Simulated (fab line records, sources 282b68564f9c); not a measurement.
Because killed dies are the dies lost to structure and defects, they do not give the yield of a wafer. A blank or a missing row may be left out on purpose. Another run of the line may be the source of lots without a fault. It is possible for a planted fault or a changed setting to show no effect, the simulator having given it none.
fab line records    flow rit-cmos
record: lots: 5  wafers: 23
route steps=202 shown GATE@91 NLDD@104 PLDD@122 NSD@139 PSD@149 M1@184
start-h: start of the lot's first displayed wafer, in hours after the record's first day    wait-h: time in hours since the lot's previous step    " identical to the entry in the row above    L1.1+2: one row covering several wafers at once    - no value present, or no start provided    * or withheld: withheld    < > ~ a bound
route shown NAME@n: names a module that has steps shown in the file, with the first one's number in the route    usual: the fault-free wafers' mean and standard deviation    same: alike in all rows    chamber/n: place in a boat    sites: each site's reading    _std_site: their standard deviation    _edge_site: the outer-site mean with the inner-site mean subtracted    radius-mm: how far each site lies from the wafer's centre    mask NAME#n: copy n    behind: the tool/chamber that last shaped the wafer    hold: why the lot was held/for how many hours/how that ended    device: whichever transistor did not switch (one of n, p or np)    end of line: tests run on the same wafers once the route is complete    step lacking rows: just its recipe    killed: dies that structure and defects cost at the first sort, which is not the same as the wafer's yield    map: a wafer's dies, marking killed ones x, the rest . and places with no die _
set.NAME: the setting the step ran with; set.NAME@STEP: the setting that earlier step ran with    model.NAME: the simulator's own value behind a step, which no gauge read
lots where settings were altered on purpose, with a table for each step and a row for each wafer
== steps ==
step: RIT_GATE_DEVELOP_15
recipe: resist: NOVOLAK  develop-time-s: 50  dev-temp-c: 23
lot.wafer       tool            chamber  start-h  wait-h  set.develop-time-s
L074.1+2+5      litho-track-03  0        -        -       57.23
L074.3+4        "               0        "        "       50
L082.1+4+5      litho-track-01  0        -        -       50
L083.1+6        litho-track-03  0        -        -       50
L083.2+4+5      "               0        "        "       53.77
L084.1+3+4+5+6  litho-track-02  0        -        -       50
L085.1+4        litho-track-01  0        -        -       50
L085.2+3+5      "               0        "        "       56.2
step: RIT_GATE_HARDBAKE_18
recipe: resist: NOVOLAK  temp-c: 140  time-s: 60
lot.wafer  tool            chamber  start-h  wait-h  set.spin-rpm@GATE_COAT_11  model.NOVOLAK_of_GATE_COAT_11.thk-nm
L074.1     litho-track-02  0        40.57    0.0     4250                       755.3
L074.2     "               0        "        "       4427                       735.8
L074.3     "               0        "        "       4427                       738.4
L074.4     "               0        "        "       4427                       738.1
L074.5     "               0        "        "       4250                       752.9
L082.1+4   litho-track-01  0        77.69    0.0     4250                       752.2
L082.5     "               0        "        "       4250                       752.6
L083.1     litho-track-02  0        81.95    0.0     4250                       749.9
L083.2     "               0        "        "       4250                       748
L083.4     "               0        "        "       4250                       750.8
L083.5     "               0        "        "       4250                       749.2
L083.6     "               0        "        "       4250                       752
L084.1     litho-track-01  0        86.97    0.0     4047                       773.3
L084.3     "               0        "        "       4250                       750.9
L084.4     "               0        "        "       4047                       770
L084.5     "               0        "        "       4047                       770.2
L084.6     "               0        "        "       4250                       752.6
L085.1     litho-track-02  0        91.25    0.0     4250                       751.2
L085.2     "               0        "        "       4398                       739
L085.3     "               0        "        "       4398                       740.1
L085.4     "               0        "        "       4398                       738.6
L085.5     "               0        "        "       4250                       752.2
step: RIT_GATE_ETCH_19
recipe: chemistry: SF6/CHF3/O2  time-s: 165  SF6_flow_sccm: 30  CHF3_flow_sccm: 30  O2_flow_sccm: 5  target: poly-Si  pressure-mtorr: 40  rf-w: 160  target-depth-a: 3125  over-etch-frac: 0.25  stop-on: SiO2
lot.wafer  tool       chamber  start-h  wait-h  set.spin-rpm@GATE_COAT_11  model.NOVOLAK_of_GATE_COAT_11.thk-nm
L074.1     rie-si-01  0        40.72    0.1     4250                       668.6
L074.2     "          2        "        "       4427                       651.8
L074.3     "          1        "        "       4427                       657.5
L074.4     "          3        "        "       4427                       654
L074.5     "          1        "        "       4250                       671.7
L082.1     rie-si-01  3        77.84    0.1     4250                       668
L082.4     "          2        "        "       4250                       669.2
L082.5     "          3        "        "       4250                       669.1
L083.1     rie-si-02  0        82.10    0.1     4250                       672.5
L083.2     "          2        "        "       4250                       666.8
L083.4     "          1        "        "       4250                       666.7
L083.5     "          0        "        "       4250                       671.2
L083.6     "          1        "        "       4250                       668.4
L084.1     rie-si-01  2        87.12    0.1     4047                       690.3
L084.3     "          1        "        "       4250                       671.2
L084.4+5   "          0        "        "       4047                       683.4
L084.6     "          3        "        "       4250                       668.7
L085.1     rie-si-02  1        91.40    0.1     4250                       667.9
L085.2     "          3        "        "       4398                       654.4
L085.3     "          0        "        "       4398                       662.7
L085.4     "          2        "        "       4398                       657.4
L085.5     "          1        "        "       4250                       668.9
step: RIT_NLDD_COAT_01
recipe: resist: NOVOLAK  spin-rpm: 3250  resist-thk-nm: 1000
lot.wafer     tool            chamber  start-h  wait-h  set.spin-rpm  model.NOVOLAK_of_NLDD_COAT_01.thk-nm
L074.1+2+4+5  litho-track-01  0        44.25    0.1     3250          1002
L074.3        "               0        "        "       3250          999.3
L082.1        litho-track-04  0        81.40    0.1     3250          1001
L082.4        "               0        "        "       3250          998.6
L082.5        "               0        "        "       3250          999.7
L083.1        litho-track-04  0        85.63    0.1     3489          963
L083.2        "               0        "        "       3489          962.1
L083.4        "               0        "        "       3489          963.4
L083.5        "               0        "        "       3250          999.1
L083.6        "               0        "        "       3250          997.7
L084.1        litho-track-03  0        90.68    0.1     3188          1015
L084.3+5      "               0        "        "       3250          1003
L084.4        "               0        "        "       3188          1011
L084.6        "               0        "        "       3250          998
L085.1        litho-track-01  0        94.96    0.1     3438          970.9
L085.2        "               0        "        "       3438          973.3
L085.3        "               0        "        "       3250          1001
L085.4        "               0        "        "       3250          997.5
L085.5        "               0        "        "       3250          1002
step: RIT_NLDD_SOFTBAKE_02
recipe: resist: NOVOLAK  temp-c: 90  time-s: 60
step: RIT_NLDD_EXPOSE_03
recipe: mask-id: M7  na: 0.57  target-cd-nm: 40700  dose-mj: 250
step: RIT_NLDD_DEVELOP_05
recipe: resist: NOVOLAK  develop-time-s: 50  dev-temp-c: 23
step: RIT_NLDD_HARDBAKE_07
recipe: resist: NOVOLAK  temp-c: 140  time-s: 60
lot.wafer  tool            chamber  start-h  wait-h  set.spin-rpm@NLDD_COAT_01  model.NOVOLAK_of_NLDD_COAT_01.thk-nm
L074.1     litho-track-03  0        45.03    0.1     3250                       885.5
L074.2     "               0        "        "       3250                       885.2
L074.3     "               0        "        "       3250                       883.1
L074.4     "               0        "        "       3250                       885.4
L074.5     "               0        "        "       3250                       885.8
L082.1     litho-track-03  0        82.26    0.0     3250                       884.5
L082.4     "               0        "        "       3250                       882.6
L082.5     "               0        "        "       3250                       883.5
L083.1     litho-track-03  0        86.49    0.0     3489                       851.3
L083.2     "               0        "        "       3489                       850.6
L083.4     "               0        "        "       3489                       851.7
L083.5     "               0        "        "       3250                       883
L083.6     "               0        "        "       3250                       881.7
L084.1     litho-track-04  0        91.61    0.0     3188                       896.9
L084.3     "               0        "        "       3250                       886.3
L084.4     "               0        "        "       3188                       893.1
L084.5     "               0        "        "       3250                       886.8
L084.6     "               0        "        "       3250                       882.1
L085.1     litho-track-01  0        95.69    0.0     3438                       858.3
L085.2     "               0        "        "       3438                       860.4
L085.3     "               0        "        "       3250                       884.2
L085.4     "               0        "        "       3250                       881.6
L085.5     "               0        "        "       3250                       885.1
step: RIT_PLDD_IMPLANT_08
recipe: species: BF2  energy-kev: 20  dose-cm2: 9e+14  tilt-deg: 7
lot.wafer       tool          chamber  start-h  wait-h  set.dose-cm2
L074.1+2+3+4+5  implanter-01  0        46.73    0.1     9e+14
L082.1+4+5      implanter-02  0        83.83    0.1     9e+14
L083.1+5+6      implanter-01  0        88.19    0.1     9e+14
L083.2+4        "             0        "        "       8.56e+14
L084.1+5+6      implanter-02  0        93.31    0.1     9.396e+14
L084.3+4        "             0        "        "       9e+14
L085.1+3+4      implanter-01  0        97.48    0.1     9.273e+14
L085.2+5        "             0        "        "       9e+14
step: RIT_NSD_IMPLANT_08
recipe: species: P  energy-kev: 25  dose-cm2: 1e+15  tilt-deg: 7
lot.wafer   tool          chamber  start-h  wait-h  set.energy-kev  model.implant.rp-nm  model.implant.drp-nm
L074.1+2    implanter-03  0        50.76    0.1     25              33.07                14.84
L074.3+4+5  "             0        "        "       24.51           32.63                14.66
L082.1+4+5  implanter-03  0        87.87    0.1     25              31.05                14.84
L083.1+5    implanter-04  0        92.24    0.1     25              31.56                14.84
L083.2+4+6  "             0        "        "       24.6            31.22                14.69
L084.1+4+6  implanter-04  0        97.29    0.1     23.77           32.21                14.39
L084.3+5    "             0        "        "       25              33.32                14.84
L085.1+4    implanter-02  0        101.40   0.1     24.48           31.29                14.65
L085.2+3+5  "             0        "        "       25              31.73                14.84
step: RIT_PSD_HARDBAKE_07
recipe: resist: NOVOLAK  temp-c: 140  time-s: 60
lot.wafer   tool            chamber  start-h  wait-h  set.temp-c
L074.1+4    litho-track-03  0        52.16    0.0     143.9
L074.2+3+5  "               0        "        "       140
L082.1+4+5  litho-track-03  0        89.27    0.0     140
L083.1+2    litho-track-02  0        93.51    0.0     136.9
L083.4+5+6  "               0        "        "       140
L084.1+4+5  litho-track-01  0        98.68    0.0     140
L084.3+6    "               0        "        "       143.3
L085.1+2+5  litho-track-03  0        102.67   0.0     140
L085.3+4    "               0        "        "       143.8
step: RIT_PSD_IMPLANT_08
recipe: species: BF2  energy-kev: 26.54  dose-cm2: 5e+15  tilt-deg: 7
step: RIT_PSD_STRIP_09
recipe: chemistry: O2  time-s: 180  resist: NOVOLAK  platen-temp-c: withheld  power-w: 500  pressure-mtorr: 4000  o2-flow-sccm: 4000
step: RIT_SDANNEAL_RS_MEAS_06
recipe: thk-meas-gauge: four-point-probe
usual: PLDD_RS: 178.3/0.43
lot.wafer  tool           chamber  start-h  wait-h  set.dose-cm2@PLDD_IMPLANT_08  PLDD_RS[ohm/sq]
L074.1     film-metro-04  -        53.38    0.1     9e+14                         178.5
L074.2     "              -        "        "       9e+14                         178.0
L074.3     "              -        "        "       9e+14                         178.6
L074.4     "              -        "        "       9e+14                         178.6
L074.5     "              -        "        "       9e+14                         178.1
L082.1     film-metro-03  -        90.49    0.1     9e+14                         179.0
L082.4     "              -        "        "       9e+14                         178.8
L082.5     "              -        "        "       9e+14                         178.4
L083.1     film-metro-03  -        94.71    0.1     9e+14                         178.9
L083.2     "              -        "        "       8.56e+14                      183.6
L083.4     "              -        "        "       8.56e+14                      183.3
L083.5     "              -        "        "       9e+14                         178.5
L083.6     "              -        "        "       9e+14                         179.2
L084.1     film-metro-03  -        99.88    0.1     9.396e+14                     174.2
L084.3     "              -        "        "       9e+14                         178.3
L084.4     "              -        "        "       9e+14                         178.3
L084.5     "              -        "        "       9.396e+14                     174.6
L084.6     "              -        "        "       9.396e+14                     174.4
L085.1     film-metro-03  -        103.87   0.1     9.273e+14                     174.9
L085.2     "              -        "        "       9e+14                         177.7
L085.3     "              -        "        "       9.273e+14                     175.3
L085.4     "              -        "        "       9.273e+14                     175.3
L085.5     "              -        "        "       9e+14                         178.0
step: RIT_M1_SPUTTER_00
recipe: material: Al  target-thk-nm: 400  power-w: 2000  chamber-pressure-pa: 0.4  gas: Ar  time-s: 500  substrate-temp-c: 25
lot.wafer  tool            chamber  start-h  wait-h  set.power-w  model.Al_of_M1_SPUTTER_00.thk-nm
L074.1     pvd-sputter-04  -        56.45    0.0     2000         397.1
L074.2     "               -        "        "       1881         380.4
L074.3     "               -        "        "       2000         398.9
L074.4     "               -        "        "       2000         398.6
L074.5     "               -        "        "       1881         374.8
L082.1     pvd-sputter-02  -        93.77    0.0     2000         405.4
L082.4     "               -        "        "       2000         410.9
L082.5     "               -        "        "       2000         406.7
L083.1     pvd-sputter-02  -        97.69    0.0     1901         387.6
L083.2     "               -        "        "       2000         412.2
L083.4     "               -        "        "       1901         381.7
L083.5     "               -        "        "       2000         408.3
L083.6     "               -        "        "       1901         389.9
L084.1     pvd-sputter-01  -        102.94   0.0     2140         424.8
L084.3     "               -        "        "       2000         400.6
L084.4     "               -        "        "       2000         393.2
L084.5     "               -        "        "       2140         422.3
L084.6     "               -        "        "       2000         402.4
L085.1     pvd-sputter-02  -        107.00   0.0     2164         434.2
L085.2     "               -        "        "       2000         400.9
L085.3     "               -        "        "       2164         437.4
L085.4     "               -        "        "       2000         396.2
L085.5     "               -        "        "       2164         437.7
step: RIT_M1_RS_MEAS_01
recipe: thk-meas-gauge: four-point-probe  reads: Al_of_M1_SPUTTER_00
usual: M1_AL_RS: 0.0730/0.0011
lot.wafer  tool           chamber  start-h  wait-h  set.power-w@M1_SPUTTER_00  M1_AL_RS[ohm/sq]
L074.1     film-metro-04  -        56.75    0.1     2000                       0.0742
L074.2     "              -        "        "       1881                       0.0773
L074.3     "              -        "        "       2000                       0.0735
L074.4     "              -        "        "       2000                       0.0736
L074.5     "              -        "        "       1881                       0.0785
L082.1     film-metro-04  -        94.06    0.1     2000                       0.0722
L082.4     "              -        "        "       2000                       0.0715
L082.5     "              -        "        "       2000                       0.0722
L083.1     film-metro-03  -        97.99    0.1     1901                       0.0755
L083.2     "              -        "        "       2000                       0.0711
L083.4     "              -        "        "       1901                       0.0768
L083.5     "              -        "        "       2000                       0.0719
L083.6     "              -        "        "       1901                       0.0752
L084.1     film-metro-04  -        103.24   0.1     2140                       0.0690
L084.3     "              -        "        "       2000                       0.0733
L084.4     "              -        "        "       2000                       0.0746
L084.5     "              -        "        "       2140                       0.0695
L084.6     "              -        "        "       2000                       0.0731
L085.1     film-metro-04  -        107.29   0.1     2164                       0.0677
L085.2     "              -        "        "       2000                       0.0733
L085.3     "              -        "        "       2164                       0.0670
L085.4     "              -        "        "       2000                       0.0742
L085.5     "              -        "        "       2164                       0.0670
step: RIT_M1_THK_MEAS_02
recipe: thk-meas-gauge: xrf  reads: Al_of_M1_SPUTTER_00
usual: M1_AL_THK: 400/5.3
lot.wafer  tool           chamber  start-h  wait-h  set.power-w@M1_SPUTTER_00  M1_AL_THK[nm]
L074.1     film-metro-04  -        56.87    0.1     2000                       397
L074.2     "              -        "        "       1881                       378
L074.3     "              -        "        "       2000                       400
L074.4     "              -        "        "       2000                       398
L074.5     "              -        "        "       1881                       374
L082.1     film-metro-04  -        94.18    0.1     2000                       404
L082.4     "              -        "        "       2000                       407
L082.5     "              -        "        "       2000                       405
L083.1     film-metro-03  -        98.11    0.1     1901                       385
L083.2     "              -        "        "       2000                       409
L083.4     "              -        "        "       1901                       379
L083.5     "              -        "        "       2000                       407
L083.6     "              -        "        "       1901                       387
L084.1     film-metro-04  -        103.36   0.1     2140                       422
L084.3     "              -        "        "       2000                       400
L084.4     "              -        "        "       2000                       392
L084.5     "              -        "        "       2140                       423
L084.6     "              -        "        "       2000                       400
L085.1     film-metro-04  -        107.41   0.1     2164                       432
L085.2     "              -        "        "       2000                       401
L085.3     "              -        "        "       2164                       437
L085.4     "              -        "        "       2000                       398
L085.5     "              -        "        "       2164                       436
step: RIT_M1_DEVELOP_08
recipe: resist: NOVOLAK  develop-time-s: 68  dev-temp-c: 23
lot.wafer       tool            chamber  start-h  wait-h  set.dev-temp-c
L074.1+5        litho-track-04  0        -        -       26.47
L074.2+3+4      "               0        "        "       23
L082.1+4+5      litho-track-04  0        -        -       23
L083.1+5+6      litho-track-04  0        -        -       23
L083.2+4        "               0        "        "       24.79
L084.1+3+4+5+6  litho-track-01  0        -        -       23
L085.1+4+5      litho-track-01  0        -        -       23
L085.2+3        "               0        "        "       26.52
step: RIT_M1_HARDBAKE_11
recipe: resist: NOVOLAK  temp-c: 140  time-s: 120
step: RIT_M1_METAL_ETCH_12
recipe: stop-on: SiO2  chemistry: Cl2/BCl3  target: Al  time-s: 165  over-etch-frac: 0.4654  pressure-mtorr: 100  target-depth-a: 6000  rf-w: 250  Cl2_flow_sccm: 60  bcl3-flow-sccm: 50
usual: oes-product-au: 0.796/0.011
lot.wafer  tool          chamber  start-h  wait-h  set.power-w@M1_SPUTTER_00  oes-product-au
L074.1     rie-metal-02  0        58.21    0.2     2000                       0.781
L074.2     "             1        "        "       1881                       0.773
L074.3     "             0        "        "       2000                       0.786
L074.4     "             1        "        "       2000                       0.789
L074.5     "             1        "        "       1881                       0.767
L082.1     rie-metal-03  0        95.53    0.2     2000                       0.797
L082.4     "             1        "        "       2000                       0.796
L082.5     "             1        "        "       2000                       0.798
L083.1     rie-metal-02  0        99.58    0.2     1901                       0.769
L083.2     "             1        "        "       2000                       0.798
L083.4     "             1        "        "       1901                       0.779
L083.5     "             1        "        "       2000                       0.798
L083.6     "             0        "        "       1901                       0.770
L084.1     rie-metal-04  1        104.83   0.2     2140                       0.837
L084.3     "             1        "        "       2000                       0.812
L084.4     "             0        "        "       2000                       0.797
L084.5     "             0        "        "       2140                       0.819
L084.6     "             1        "        "       2000                       0.810
L085.1     rie-metal-03  1        108.76   0.2     2164                       0.828
L085.2     "             0        "        "       2000                       0.789
L085.3     "             0        "        "       2164                       0.832
L085.4     "             1        "        "       2000                       0.775
L085.5     "             1        "        "       2164                       0.833
== key ==
split: step: RIT_GATE_DEVELOP_15  setting: develop-time-s  stated: 50  by: wafer
response none clear
split: step: RIT_NLDD_COAT_01  setting: spin-rpm  stated: 3250  by: wafer
response: step: RIT_NLDD_COAT_01  reading: model.NOVOLAK_of_NLDD_COAT_01.thk-nm  change: -4.87  per: 1%  r: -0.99
response: step: RIT_NLDD_HARDBAKE_07  reading: model.NOVOLAK_of_NLDD_COAT_01.thk-nm  change: -4.26  per: 1%  r: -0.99
split: step: RIT_PLDD_IMPLANT_08  setting: dose-cm2  stated: 9e+14  by: wafer
response: step: RIT_SDANNEAL_RS_MEAS_06  reading: PLDD_RS  change: -0.908  per: 1%  r: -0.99
split: step: RIT_NSD_IMPLANT_08  setting: energy-kev  stated: 25  by: wafer
response: step: RIT_NSD_IMPLANT_08  reading: model.implant.rp-nm  change: +0.224  per: 1%  r: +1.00
response: step: RIT_NSD_IMPLANT_08  reading: model.implant.drp-nm  change: +0.0902  per: 1%  r: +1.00
split: step: RIT_PSD_HARDBAKE_07  setting: temp-c  stated: 140  by: wafer
response none clear
split: step: RIT_M1_SPUTTER_00  setting: power-w  stated: 2000  by: wafer
response: step: RIT_M1_SPUTTER_00  reading: model.Al_of_M1_SPUTTER_00.thk-nm  change: +4.12  per: 1%  r: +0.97
response: step: RIT_M1_RS_MEAS_01  reading: M1_AL_RS  change: -0.00074  per: 1%  r: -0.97
response: step: RIT_M1_THK_MEAS_02  reading: M1_AL_THK  change: +4.11  per: 1%  r: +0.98
response: step: RIT_M1_METAL_ETCH_12  reading: oes-product-au  change: +0.00436  per: 1%  r: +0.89
split: step: RIT_M1_DEVELOP_08  setting: dev-temp-c  stated: 23  by: wafer
response none clear
split outside-this-file step=RIT_GATE_COAT_11 setting=spin-rpm
split outside-this-file: this setting was split too, and the file shows its column; the key of that split is in another file
